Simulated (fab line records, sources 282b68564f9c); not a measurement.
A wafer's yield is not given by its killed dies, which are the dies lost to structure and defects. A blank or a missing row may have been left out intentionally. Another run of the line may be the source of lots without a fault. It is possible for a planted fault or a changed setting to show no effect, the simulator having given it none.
Split-lot experiment | flow rit_cmos | 23 wafers read from 5 lots, route of 202 steps

## SPLIT DETAILS
At RIT_GATE_EXPOSE_13 (exposes mask M6, target cd 150 nm), the setting dose_mj was moved away from the recipe's 380 on 5 of the 23 wafers read, by -7.3% to +2.0%. This setting was run at the recipe's value on the other wafers.

## FROM THE SPLIT TO THE READING: what the file shows between them, 6 steps
- RIT_GATE_PEB_14
- RIT_GATE_DEVELOP_15: develop time 50 s
- RIT_GATE_CD_MEAS_16: target cd 150 nm
- RIT_GATE_HARDBAKE_18: time 60 s
- RIT_GATE_ETCH_19: etches poly-Si in SF6/CHF3/O2, stops on SiO2, time 165 s, target depth 312.5 nm
- RIT_GATE_STRIP_20: strips in O2, time 180 s

## THE READING
Shown in nm: cd_nm at RIT_GATE_CD_MEAS_90, with target cd 150 nm. On this fab line, fault-free wafers typically give 150.0 nm with a standard deviation of 2.8 nm.

wafer  | tool, chamber at the split | dose_mj as run | against the recipe | cd_nm, nm | against lot-mates on the recipe
L075.2 | iline_stepper-01, 0        | 380            | recipe             | 151.8     | -
L075.3 | iline_stepper-01, 0        | 380            | recipe             | 151.5     | -
L075.4 | iline_stepper-01, 0        | 380            | recipe             | 150.4     | -
L075.5 | iline_stepper-01, 0        | 380            | recipe             | 153.6     | -
L075.6 | iline_stepper-01, 0        | 380            | recipe             | 152.7     | -
L076.1 | iline_stepper-01, 0        | 380            | recipe             | 149.1     | -
L076.2 | iline_stepper-01, 0        | 380            | recipe             | 148.3     | -
L076.3 | iline_stepper-01, 0        | 380            | recipe             | 147.5     | -
L076.5 | iline_stepper-01, 0        | 380            | recipe             | 149.5     | -
L076.6 | iline_stepper-01, 0        | 380            | recipe             | 148.5     | -
L077.1 | iline_stepper-02, 0        | 380            | recipe             | 149.2     | -
L077.3 | iline_stepper-02, 0        | 380            | recipe             | 150.8     | -
L077.4 | iline_stepper-02, 0        | 387.6          | +2.0%              | 141.1     | -9.0
L077.5 | iline_stepper-02, 0        | 387.6          | +2.0%              | 139.9     | -10.2
L077.6 | iline_stepper-02, 0        | 380            | recipe             | 150.2     | -
L080.1 | iline_stepper-02, 0        | 380            | recipe             | 150.6     | -
L080.2 | iline_stepper-02, 0        | 352.2          | -7.3%              | 190.7     | +40.7
L080.3 | iline_stepper-02, 0        | 380            | recipe             | 149.4     | -
L080.4 | iline_stepper-02, 0        | 352.2          | -7.3%              | 189.0     | +39.0
L080.6 | iline_stepper-02, 0        | 352.2          | -7.3%              | 189.8     | +39.8
L081.2 | iline_stepper-01, 0        | 380            | recipe             | 154.9     | -
L081.3 | iline_stepper-01, 0        | 380            | recipe             | 155.3     | -
L081.4 | iline_stepper-01, 0        | 380            | recipe             | 153.2     | -

THE FIT
A straight line over all 23 wafers: cd_nm changes by -5.31 nm for each +1% of dose_mj; r = -0.99; the points scatter about the line by 2.1 nm.
The same after taking each lot's own level away (the mean of its wafers on the recipe; 23 wafers): -5.4 nm for each +1%; r = -1.00; scatter 0.92 nm.
According to that fit, moving dose_mj by its largest amount changes the reading by 39 nm.
Measured against the standard deviation above, the lots' own levels, which go from 148.58 to 154.47 nm, span 2.1 times it.
Consequently the slope shifts little with the lot-to-lot level, the two slopes agreeing.
Check: for one of the wafers moved furthest among these (-7.3%), held out of the fit, the line's prediction against its lot-mates is +39.1 nm. It came out at +40.7 nm against them.

## THESE WAFERS: OTHER SPLITS
Note: prior to the reading, these wafers also went through further splits. Each is held against what the fit with the lots' levels taken away leaves over:
other split on the same wafers | wafers away from the commonest value | r with cd_nm (lot level and that fit taken away)
RIT_ACTIVE_CVD_03 time_s       | 18                                   | +0.12
RIT_FOX1_OXIDATION_00 temp_c   | 15                                   | +0.19
RIT_NRETRO_COAT_01 spin_rpm    | 10                                   | -0.11
RIT_PRETRO_IMPLANT_08 dose_cm2 | 11                                   | +0.08
RIT_GATE_CVD_08 time_s         | 15                                   | -0.02

## THE WHOLE CHAIN: every reading that the file lists as answering this split, in the file's order
step                | what it does                                                                    | reading                                                                        | change (the file's fit)              | r (the file's)
RIT_GATE_CD_MEAS_16 | target cd 150 nm                                                                | cd_nm                                                                          | -5.42 nm for each +1% of the setting | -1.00
RIT_GATE_ETCH_19    | etches poly-Si in SF6/CHF3/O2, stops on SiO2, time 165 s, target depth 312.5 nm | GATE.cd_nm (the simulator's own value, which no gauge read)                    | -5.42 nm for each +1% of the setting | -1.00
RIT_GATE_CD_MEAS_90 | target cd 150 nm                                                                | cd_nm                                                                          | -5.4 nm for each +1% of the setting  | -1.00
RIT_M1_PROBE_99     |                                                                                 | etest.pmos_turned.r_on_ohm_um (the simulator's own value, which no gauge read) | -111 for each +1% of the setting     | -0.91
RIT_M1_PROBE_99     |                                                                                 | etest.pmos_0p15.r_on_ohm_um (the simulator's own value, which no gauge read)   | -111 for each +1% of the setting     | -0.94
RIT_M1_PROBE_99     |                                                                                 | etest.nmos_turned.drive_ua_um (the simulator's own value, which no gauge read) | +8.21 for each +1% of the setting    | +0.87
RIT_M1_PROBE_99     |                                                                                 | etest.nmos_0p15.drive_ua_um (the simulator's own value, which no gauge read)   | +17.1 for each +1% of the setting    | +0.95

## THE FILE'S OWN FIT
cd_nm changes by -5.4 nm for each +1% of dose_mj, r = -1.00.
